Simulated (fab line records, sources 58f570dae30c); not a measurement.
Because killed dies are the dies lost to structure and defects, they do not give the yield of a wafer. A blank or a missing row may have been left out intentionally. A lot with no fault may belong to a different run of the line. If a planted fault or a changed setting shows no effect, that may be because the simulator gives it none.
fab line records | flow berkeley-cmos170 | part 1 of 2: steps 1 to 30 of 42
[record] lots = 5 wafers = 15 last-day = 12
route steps=331 shown NWELL@26 PWELL@34 WELLDRIVE@55 ACTIVE@60
lots untouched by any fault: they come from a run of this same line in which no faults occurred
start-h: hours from the record's opening day to when the first of the lot's shown wafers began | wait-h: hours from the lot's prior step to this one | " identical to the entry in the row above | L1.1+2: a row that stands for several wafers | - no value present, or no start provided | * or withheld: withheld | < > ~ a bound
route shown NAME@n: a module of which the file shows steps, and the number in the route of the first | usual: average and standard deviation across the fault-free wafers | same: alike in all rows | chamber/n: place in a boat | sites: readings site by site | _std_site: standard deviation across them | _edge_site: the outer-site mean with the inner-site mean subtracted | radius-mm: how far each site lies from the wafer's centre | mask NAME#n: copy n | behind: the last tool/chamber to shape the wafer | hold: why the lot went on hold/how many hours it stayed there/how the hold came to an end | device: the transistor (n, p or np) that didn't switch | end of line: at the end of the route, the tests of the same wafers | for a step that has no rows: nothing shown but its recipe | killed: dies lost to structure and defects at the first sort, not the wafer's yield | map: the dies of a wafer, with x for killed, . for not killed, _ for no die there
set.NAME: the run value of the setting; set.NAME@STEP: its run value at that earlier step | model.NAME: the simulator's own value behind a step, which no gauge read
lots seen at some steps along the route; tables by step, rows by wafer
services: the hour from which a tool's chamber was out of use, counted from the record's first day as start-h (under 0 if before that day), plus the number of hours and why
[[steps]]
[step UCB170_NWELL_OVL_MEAS_12]
[usual] NWELL_OVL = -1/4.6
// columns lot.wafer tool chamber start-h wait-h NWELL_OVL[nm]
L076.1 overlay-01 - 43.65 - -5
L076.3 " - " " -3
L076.4 " - " " -6
L080.3 overlay-02 - 63.02 - -4
L080.4 " - " " 4
L080.5 " - " " 0
L081.4 overlay-01 - 72.65 - -1
L081.5 " - " " 1
L081.6 " - " " -6
L091.2 overlay-02 - 120.67 - 3
L091.3 " - " " -3
L091.4 " - " " 2
L094.4 overlay-01 - 132.85 - -3
L094.5 " - " " -8
L094.6 " - " " 1
[step UCB170_NWELL_ETCH_13]
[recipe] chemistry = CH3F/Ar/O2 target = Si3N4 stop-on = SiO2 CH3F_flow_sccm = 20 Ar_flow_sccm = 50 O2_flow_sccm = 7 pressure-mtorr = 50 rf-w = 450 target-depth-a = 2464 over-etch-frac = 0.1 time-s = 154
[usual] chamber-pressure-mTorr = 50.00/0.049 drypump-motor-current-A = 5.8/0.43 oes-product-au = 0.941/0.012 throttle-valve-pct = 8.05/0.13
[same] over-etch-frac = 0.1
// columns lot.wafer tool chamber start-h wait-h chamber-pressure-mTorr drypump-motor-current-A oes-product-au rf-hours-counter-h throttle-valve-pct
L076.1 rie-diel-02 0 43.68 0.0 50.00 5.3 0.940 162 7.86
L076.3 " 2 " " 50.04 5.4 0.935 47 8.07
L076.4 " 3 " " 50.04 5.1 0.943 157 8.00
L080.3 rie-diel-04 2 63.10 0.1 49.95 5.9 0.943 - 8.14
L080.4 " 1 " " 49.94 6.3 0.924 - 7.88
L080.5 " 1 " " 49.99 6.3 0.933 - 7.89
L081.4 rie-diel-02 0 72.67 0.0 50.00 5.3 0.952 163 7.86
L081.5 " 2 " " 49.99 5.4 0.938 - 8.05
L081.6 " 1 " " 49.95 6.2 0.919 - 8.12
L091.2 rie-diel-02 3 120.70 0.0 49.93 5.1 0.944 162 8.02
L091.3 " 2 " " 50.04 5.4 0.947 52 8.09
L091.4 " 3 " " 49.96 5.1 0.949 - 8.01
L094.4 rie-diel-04 2 132.92 0.1 49.97 5.9 0.954 - 8.14
L094.5 " 0 " " 49.96 6.2 0.953 - 8.17
L094.6 " 3 " " 49.91 6.2 0.944 - 7.94
[step UCB170_NWELL_IMPLANT_14]
[recipe] species = P dose-cm2 = 1e+13 energy-kev = 150 tilt-deg = 7
// columns lot.wafer tool chamber start-h wait-h
L076.1+3+4 implanter-01 0 43.79 0.1
L080.3+4+5 implanter-04 0 63.25 0.1
L081.4+5+6 implanter-04 0 72.84 0.1
L091.2+3+4 implanter-01 0 120.82 0.1
L094.4+5+6 implanter-02 0 133.05 0.1
[step UCB170_NWELL_STRIP_15]
[recipe] chemistry = O2 power-w = 400 pressure-mtorr = 3500 platen-temp-c = withheld o2-flow-sccm = 400 overash-fraction = 0.5
[usual] chamber-pressure-mTorr = 3500/3.2 drypump-motor-current-A = 5.5/0.37 oes-product-au = 0.721/0.0044 strip-time-to-endpoint-s = 18.03/0.07
// columns lot.wafer tool chamber start-h wait-h chamber-pressure-mTorr drypump-motor-current-A oes-product-au rf-hours-counter-h strip-time-to-endpoint-s
L076.1 plasma-asher-01 1 43.94 0.1 3499 5.1 0.723 29 17.99
L076.3 " 1 " " 3500 5.1 0.716 - 17.95
L076.4 " 0 " " 3501 5.5 0.713 - 17.97
L080.3 plasma-asher-03 0 63.38 0.1 3507 5.2 0.721 - 17.96
L080.4 " 1 " " 3506 5.9 0.725 - 18.05
L080.5 " 0 " " 3499 5.1 0.713 - 18.14
L081.4 plasma-asher-01 0 72.95 0.1 3497 5.6 0.718 - 17.98
L081.5 " 1 " " 3499 5.2 0.722 - 18.02
L081.6 " 0 " " 3497 5.5 0.713 - 18.05
L091.2 plasma-asher-03 0 120.95 0.1 3499 5.2 0.714 40 18.00
L091.3 " 1 " " 3500 6.0 0.722 - 18.00
L091.4 " 0 " " 3501 5.2 0.716 - 17.92
L094.4 plasma-asher-01 1 133.15 0.1 3498 5.1 0.724 - 18.03
L094.5 " 0 " " 3504 5.5 0.721 - 17.99
L094.6 " 1 " " 3500 5.2 0.726 - 18.05
[step UCB170_NWELL_TW_MEAS_16]
[usual] NWELL_TW = 1243/6.8
// columns lot.wafer tool chamber start-h wait-h NWELL_TW
L076.1 film-metro-04 - 44.04 0.1 1248
L076.3 " - " " 1249
L076.4 " - " " 1252
L080.3 film-metro-02 - 63.47 0.1 1241
L080.4 " - " " 1245
L080.5 " - " " 1243
L081.4 film-metro-02 - 73.05 0.1 1249
L081.5 " - " " 1247
L081.6 " - " " 1243
L091.2 film-metro-01 - 121.06 0.1 1233
L091.3 " - " " 1241
L091.4 " - " " 1244
L094.4 film-metro-01 - 133.25 0.1 1239
L094.5 " - " " 1240
L094.6 " - " " 1228
[step UCB170_NWELL_CLEAN_17]
[recipe] chemistry = SPM temp-c = 120 time-s = 600
// columns lot.wafer tool chamber start-h wait-h
L076.1+3+4 wet-bench-02 3 45.32 1.3
L080.3+4+5 wet-bench-03 1 65.30 1.8
L081.4+5+6 wet-bench-01 2 73.08 0.0
L091.2+3+4 wet-bench-01 1 121.11 0.0
L094.4+5+6 wet-bench-02 2 133.28 0.0
[step UCB170_NWELL_WET_ETCH_18]
[recipe] chemistry = H3PO4 target = Si3N4 temp-c = 160 time-s = 14400
// columns lot.wafer tool chamber start-h wait-h
L076.1+3+4 wet-bench-02 2 45.69 0.2
L080.3+4+5 wet-bench-03 2 65.51 0.0
L081.4+5+6 wet-bench-01 3 73.27 0.0
L091.2+3+4 wet-bench-01 1 121.28 0.0
L094.4+5+6 wet-bench-01 1 133.47 0.0
[step UCB170_NWELL_WET_ETCH_19]
[recipe] chemistry = BOE dilution = 5:1 target = SiO2 temp-c = 25 time-s = 22
// columns lot.wafer tool chamber start-h wait-h
L076.1+3+4 wet-bench-01 1 49.70 0.0
L080.3+4+5 wet-bench-02 0 69.88 0.0
L081.4+5+6 wet-bench-01 2 78.03 0.4
L091.2+3+4 wet-bench-01 2 125.29 0.0
L094.4+5+6 wet-bench-01 0 137.48 0.0
[step UCB170_PWELL_CLEAN_00]
[recipe] chemistry = SPM temp-c = 120 time-s = 600
// columns lot.wafer tool chamber start-h wait-h
L076.1+3+4 wet-bench-02 2 49.71 0.0
L080.3+4+5 wet-bench-01 3 69.90 0.0
L081.4+5+6 wet-bench-01 1 78.25 0.2
L091.2+3+4 wet-bench-01 3 125.31 0.0
L094.4+5+6 wet-bench-01 2 137.49 0.0
[step UCB170_PWELL_CLEAN_01]
[recipe] chemistry = dHF dilution = 25:1 time-s = 60
// columns lot.wafer tool chamber start-h wait-h
L076.1+3+4 wet-bench-01 3 49.89 0.0
L080.3+4+5 wet-bench-03 3 70.11 0.0
L081.4+5+6 wet-bench-01 2 78.46 0.0
L091.2+3+4 wet-bench-03 3 125.48 0.0
L094.4+5+6 wet-bench-03 0 137.67 0.0
[step UCB170_PWELL_OXIDATION_02]
[recipe] temp-c = 1000 ambient = O2 target-thk-a = 264 ox-time-s = 1260
[usual] zone-power-source-pct = 31.8/2.6
// columns lot.wafer tool chamber start-h wait-h zone-power-source-pct
L076.1 furnace-02 0 51.90 2.0 32.1
L076.3 " 0 " " 32.8
L076.4 " 0 " " 31.9
L080.3 furnace-02 0 73.68 3.5 32.2
L080.4 " 0 " " 32.7
L080.5 " 0 " " 31.7
L081.4 furnace-02 0 80.78 2.3 32.7
L081.5 " 0 " " 32.4
L081.6 " 0 " " 32.3
L091.2 furnace-01 0 132.52 7.0 28.9
L091.3 " 0 " " 29.1
L091.4 " 0 " " 28.5
L094.4 furnace-01 0 145.06 7.4 28.5
L094.5 " 0 " " 28.2
L094.6 " 0 " " 28.3
[step UCB170_PWELL_THK_MEAS_03]
[recipe] reads = SiO2_of_PWELL_OXIDATION_02
[usual] PWELL_OXIDE_THK = 26.5/0.58
// columns lot.wafer tool chamber start-h wait-h PWELL_OXIDE_THK[nm]
L076.1 film-metro-02 - 53.25 0.0 26.7
L076.3 " - " " 26.6
L076.4 " - " " 26.8
L080.3 film-metro-02 - 75.05 0.0 25.8
L080.4 " - " " 25.8
L080.5 " - " " 25.5
L081.4 film-metro-04 - 82.16 0.0 26.5
L081.5 " - " " 26.2
L081.6 " - " " 26.3
L091.2 film-metro-04 - 133.88 0.0 26.4
L091.3 " - " " 26.2
L091.4 " - " " 26.4
L094.4 film-metro-02 - 146.44 0.0 25.9
L094.5 " - " " 25.7
L094.6 " - " " 26.2
[step UCB170_PWELL_ANNEAL_04]
[recipe] temp-c = 1000 time-s = 900 ambient = N2
[usual] zone-power-source-pct = 32.6/2.9
// columns lot.wafer tool chamber start-h wait-h zone-power-source-pct
L076.1 furnace-04 0 56.05 2.8 34.9
L076.3 " 0 " " 35.2
L076.4 " 0 " " 35.2
L080.3 furnace-04 0 77.38 2.3 35.0
L080.4 " 0 " " 35.0
L080.5 " 0 " " 35.1
L081.4 furnace-04 0 85.31 3.1 35.6
L081.5 " 0 " " 35.7
L081.6 " 0 " " 34.8
L091.2 furnace-01 0 139.46 5.6 29.0
L091.3 " 0 " " 28.5
L091.4 " 0 " " 28.3
L094.4 furnace-01 0 149.32 2.9 28.7
L094.5 " 0 " " 28.3
L094.6 " 0 " " 28.6
[step UCB170_PWELL_CVD_05]
[recipe] material = Si3N4 target-thk-nm = 220 temp-c = 800 precursor = SiH2Cl2/NH3 time-s = 3300 pressure-mtorr = 200 sih2cl2-flow-sccm = 25 nh3-flow-sccm = 75
[usual] sih2cl2-flow-sccm = 25.00/0.072 zone-power-source-pct = 21/3.5
// columns lot.wafer tool chamber start-h wait-h sih2cl2-flow-sccm zone-power-source-pct
L076.1 lpcvd-02 1 57.30 0.0 25.05 17
L076.3 " 1 " " 25.03 17
L076.4 " 1 " " 24.95 17
L080.3 lpcvd-01 0 78.63 0.0 25.00 24
L080.4 " 0 " " 24.87 24
L080.5 " 0 " " 24.99 24
L081.4 lpcvd-02 1 86.56 0.0 24.89 17
L081.5 " 1 " " 24.97 17
L081.6 " 1 " " 25.04 17
L091.2 lpcvd-02 0 140.71 0.0 25.01 25
L091.3 " 0 " " 24.98 24
L091.4 " 0 " " 24.94 25
L094.4 lpcvd-01 0 151.24 0.7 24.98 24
L094.5 " 0 " " 25.10 24
L094.6 " 0 " " 25.05 24
[step UCB170_PWELL_THK_MEAS_06]
[recipe] reads = Si3N4_of_PWELL_CVD_05
[usual] PWELL_NITRIDE_THK = 220.4/2.2
// columns lot.wafer tool chamber start-h wait-h PWELL_NITRIDE_THK[nm]
L076.1 film-metro-04 - 59.21 0.0 216.8
L076.3 " - " " 216.5
L076.4 " - " " 216.6
L080.3 film-metro-02 - 81.53 0.0 217.9
L080.4 " - " " 219.3
L080.5 " - " " 218.5
L081.4 film-metro-02 - 88.51 0.0 223.0
L081.5 " - " " 223.5
L081.6 " - " " 222.8
L091.2 film-metro-04 - 142.63 0.0 223.4
L091.3 " - " " 223.8
L091.4 " - " " 224.5
L094.4 film-metro-02 - 153.19 0.0 218.9
L094.5 " - " " 218.1
L094.6 " - " " 218.3
[step UCB170_PWELL_HMDS_07]
[recipe] prime-time-s = 60 prime-temp-c = 100
// columns lot.wafer tool chamber start-h wait-h
L076.1+3+4 litho-track-03 0 59.44 0.2
L080.3+4+5 litho-track-02 0 83.20 1.7
L081.4+5+6 litho-track-02 0 88.65 0.1
L091.2+3+4 litho-track-03 0 142.71 0.1
L094.4+5+6 litho-track-04 0 153.44 0.2
[step UCB170_PWELL_COAT_08]
[recipe] resist = KrF spin-rpm = 1500 resist-thk-nm = 900
// columns lot.wafer tool chamber start-h wait-h
L076.1+3+4 litho-track-03 0 59.59 0.1
L080.3+4+5 litho-track-02 0 83.35 0.1
L081.4+5+6 litho-track-02 0 88.80 0.1
L091.2+3+4 litho-track-03 0 142.86 0.1
L094.4+5+6 litho-track-04 0 153.59 0.1
[step UCB170_PWELL_SOFTBAKE_09]
[recipe] resist = KrF temp-c = 130 time-s = 60
[usual] plate-temp-C = 130.02/0.14
// columns lot.wafer tool chamber start-h wait-h plate-temp-C
L076.1 litho-track-03 0 59.74 0.1 130.05
L076.3 " 0 " " 129.83
L076.4 " 0 " " 130.14
L080.3 litho-track-02 0 83.50 0.1 130.06
L080.4 " 0 " " 130.08
L080.5 " 0 " " 129.83
L081.4 litho-track-02 0 88.95 0.1 130.21
L081.5 " 0 " " 130.12
L081.6 " 0 " " 130.01
L091.2 litho-track-03 0 143.01 0.1 129.92
L091.3 " 0 " " 129.96
L091.4 " 0 " " 130.16
L094.4 litho-track-04 0 153.74 0.1 129.93
L094.5 " 0 " " 130.13
L094.6 " 0 " " 129.95
[step UCB170_PWELL_EXPOSE_10]
[recipe] mask-id = PWELL target-cd-nm = 3000 na = 0.5 sigma-outer = 0.6 source-shape = conventional dose-mj = 19
[same] sigma-outer = 0.6
// columns lot.wafer tool chamber start-h wait-h mask
L076.1+3+4 krf-scanner-01 0 60.13 0.4 PWELL#0
L080.3+4+5 krf-scanner-01 0 - - PWELL#0
L081.4+5+6 krf-scanner-01 0 89.08 0.1 PWELL#0
L091.2+3+4 krf-scanner-02 0 143.15 0.1 PWELL#0
L094.4+5+6 krf-scanner-02 0 153.87 0.1 PWELL#0
[step UCB170_PWELL_PEB_11]
[recipe] peb-temp-c = 130 peb-time-s = withheld resist = KrF
[usual] plate-temp-C = 130.01/0.14
// columns lot.wafer tool chamber start-h wait-h plate-temp-C
L076.1 litho-track-04 0 60.25 0.1 130.28
L076.3 " 0 " " 130.28
L076.4 " 0 " " 130.24
L080.3 litho-track-03 0 - - 130.06
L080.4 " 0 " " 129.98
L080.5 " 0 " " 129.78
L081.4 litho-track-02 0 89.55 0.4 129.92
L081.5 " 0 " " 130.06
L081.6 " 0 " " 129.93
L091.2 litho-track-02 0 143.70 0.5 130.07
L091.3 " 0 " " 129.96
L091.4 " 0 " " 129.97
L094.4 litho-track-04 0 154.16 0.3 129.82
L094.5 " 0 " " 129.97
L094.6 " 0 " " 130.03
[step UCB170_PWELL_DEVELOP_12]
[recipe] developer = TMAH develop-time-s = 45 resist = KrF dev-temp-c = 21
// columns lot.wafer tool chamber start-h wait-h
L076.1+3+4 litho-track-04 0 - -
L080.3+4+5 litho-track-03 0 - -
L081.4+5+6 litho-track-02 0 - -
L091.2+3+4 litho-track-02 0 - -
L094.4+5+6 litho-track-04 0 - -
[step UCB170_PWELL_OVL_MEAS_13]
[usual] PWELL_OVL = 1/5.1
// columns lot.wafer tool chamber start-h wait-h PWELL_OVL[nm]
L076.1 overlay-01 - 60.52 - 2
L076.3 " - " " 1
L076.4 " - " " 7
L080.3 overlay-02 - 85.23 - -1
L080.4 " - " " 5
L080.5 " - " " 5
L081.4 overlay-01 - 89.77 - 3
L081.5 " - " " -1
L081.6 " - " " 2
L091.2 overlay-01 - 143.96 - -4
L091.3 " - " " -10
L091.4 " - " " -6
L094.4 overlay-01 - 154.38 - 8
L094.5 " - " " 9
L094.6 " - " " 2
[step UCB170_PWELL_ETCH_14]
[recipe] chemistry = CH3F/Ar/O2 target = Si3N4 stop-on = SiO2 CH3F_flow_sccm = 20 Ar_flow_sccm = 50 O2_flow_sccm = 7 pressure-mtorr = 50 rf-w = 450 target-depth-a = 2420 over-etch-frac = 0.1 time-s = 151
[usual] chamber-pressure-mTorr = 50.01/0.05 drypump-motor-current-A = 5.8/0.44 oes-product-au = 0.940/0.014 throttle-valve-pct = 8.02/0.11
[same] over-etch-frac = 0.1
// columns lot.wafer tool chamber start-h wait-h chamber-pressure-mTorr drypump-motor-current-A oes-product-au rf-hours-counter-h throttle-valve-pct
L076.1 rie-diel-02 3 60.56 0.0 50.00 5.1 0.947 158 8.02
L076.3 " 0 " " 50.00 5.3 0.944 163 7.82
L076.4 " 1 " " 49.99 6.2 0.912 9 8.11
L080.3 rie-diel-02 0 85.26 0.0 50.01 5.3 0.940 164 7.87
L080.4 " 3 " " 50.05 5.1 0.953 160 8.02
L080.5 " 0 " " 50.08 5.3 0.949 - 7.85
L081.4 rie-diel-03 0 89.79 0.0 50.02 5.7 0.948 47 7.86
L081.5 " 0 " " 49.99 5.7 0.943 - 7.86
L081.6 " 3 " " 49.95 5.4 0.929 - 8.12
L091.2 rie-diel-02 2 143.99 0.0 50.09 5.5 0.953 54 8.07
L091.3 " 1 " " 49.98 6.2 0.928 15 8.12
L091.4 " 1 " " 49.97 6.2 0.939 - 8.11
L094.4 rie-diel-02 0 154.40 0.0 49.96 5.3 0.946 2 7.85
L094.5 " 3 " " 49.89 5.1 0.949 - 8.00
L094.6 " 2 " " 50.06 5.4 0.934 - 8.07
[step UCB170_PWELL_IMPLANT_15]
[recipe] species = B dose-cm2 = 5e+12 energy-kev = 60 tilt-deg = 7
// columns lot.wafer tool chamber start-h wait-h
L076.1+3+4 implanter-03 0 60.66 0.1
L080.3+4+5 implanter-01 0 85.41 0.1
L081.4+5+6 implanter-02 0 89.96 0.1
L091.2+3+4 implanter-03 0 144.11 0.1
L094.4+5+6 implanter-01 0 154.58 0.1
[step UCB170_PWELL_STRIP_16]
[recipe] chemistry = O2 power-w = 400 pressure-mtorr = 3500 platen-temp-c = withheld o2-flow-sccm = 400 overash-fraction = 0.5
[usual] chamber-pressure-mTorr = 3500/3.2 drypump-motor-current-A = 5.6/0.35 oes-product-au = 0.721/0.0049 strip-time-to-endpoint-s = 18.08/0.077
// columns lot.wafer tool chamber start-h wait-h chamber-pressure-mTorr drypump-motor-current-A oes-product-au rf-hours-counter-h strip-time-to-endpoint-s
L076.1 plasma-asher-03 1 60.81 0.1 3497 6.0 0.712 32 18.14
L076.3 " 0 " " 3501 5.2 0.727 - 18.17
L076.4 " 1 " " 3498 5.9 0.722 - 18.12
L080.3 plasma-asher-01 0 85.54 0.1 3499 5.5 0.726 - 18.07
L080.4 " 1 " " 3498 5.1 0.713 - 18.03
L080.5 " 0 " " 3498 5.6 0.710 - 18.07
L081.4 plasma-asher-01 0 90.07 0.1 3502 5.5 0.728 - 18.06
L081.5 " 1 " " 3500 5.1 0.722 - 18.04
L081.6 " 0 " " 3503 5.5 0.721 - 18.09
L091.2 plasma-asher-03 1 144.24 0.1 3499 5.9 0.724 42 18.13
L091.3 " 0 " " 3506 5.2 0.718 - 18.10
L091.4 " 1 " " 3498 5.9 0.720 - 18.14
L094.4 plasma-asher-04 0 154.68 0.1 3498 6.1 0.731 - 18.02
L094.5 " 0 " " 3500 6.0 0.722 - 18.11
L094.6 " 1 " " 3499 5.6 0.709 - 18.08
[step UCB170_PWELL_TW_MEAS_17]
[usual] PWELL_TW = 378.1/1.4
// columns lot.wafer tool chamber start-h wait-h PWELL_TW
L076.1 film-metro-02 - 60.91 0.1 378.8
L076.3 " - " " 377.1
L076.4 " - " " 376.9
L080.3 film-metro-02 - 85.63 0.1 380.5
L080.4 " - " " 375.3
L080.5 " - " " 377.3
L081.4 film-metro-04 - 90.17 0.1 377.2
L081.5 " - " " 379.1
L081.6 " - " " 377.9
L091.2 film-metro-04 - 144.35 0.1 377.4
L091.3 " - " " 379.6
L091.4 " - " " 377.2
L094.4 film-metro-02 - 154.78 0.1 375.7
L094.5 " - " " 374.7
L094.6 " - " " 376.7
[step UCB170_PWELL_CLEAN_18]
[recipe] chemistry = SPM temp-c = 120 time-s = 600
// columns lot.wafer tool chamber start-h wait-h
L076.1+3+4 wet-bench-01 0 60.97 0.1
L080.3+4+5 wet-bench-03 0 85.67 0.0
L081.4+5+6 wet-bench-03 2 90.26 0.1
L091.2+3+4 wet-bench-02 2 144.40 0.0
L094.4+5+6 wet-bench-03 0 154.81 0.0
[step UCB170_PWELL_WET_ETCH_19]
[recipe] chemistry = H3PO4 target = Si3N4 temp-c = 160 time-s = 14400
// columns lot.wafer tool chamber start-h wait-h
L076.1+3+4 wet-bench-02 0 61.14 0.0
L080.3+4+5 wet-bench-01 0 85.84 0.0
L081.4+5+6 wet-bench-03 2 90.81 0.4
L091.2+3+4 wet-bench-01 1 144.57 0.0
L094.4+5+6 wet-bench-03 2 154.99 0.0
[step UCB170_PWELL_WET_ETCH_20]
[recipe] chemistry = BOE dilution = 5:1 target = SiO2 temp-c = 25 time-s = 22
// columns lot.wafer tool chamber start-h wait-h
L076.1+3+4 wet-bench-03 2 65.50 0.3
L080.3+4+5 wet-bench-01 2 90.40 0.2
L081.4+5+6 wet-bench-02 1 94.81 0.0
L091.2+3+4 wet-bench-03 1 149.03 0.4
L094.4+5+6 wet-bench-01 0 161.70 2.7
[step UCB170_WELLDRIVE_CLEAN_00]
[recipe] chemistry = SPM temp-c = 120 time-s = 600
// columns lot.wafer tool chamber start-h wait-h
L076.1+3+4 wet-bench-02 0 65.68 0.2
L080.3+4+5 wet-bench-03 0 90.63 0.2
L081.4+5+6 wet-bench-03 0 94.83 0.0
L091.2+3+4 wet-bench-02 2 149.35 0.3
L094.4+5+6 wet-bench-01 0 161.96 0.2
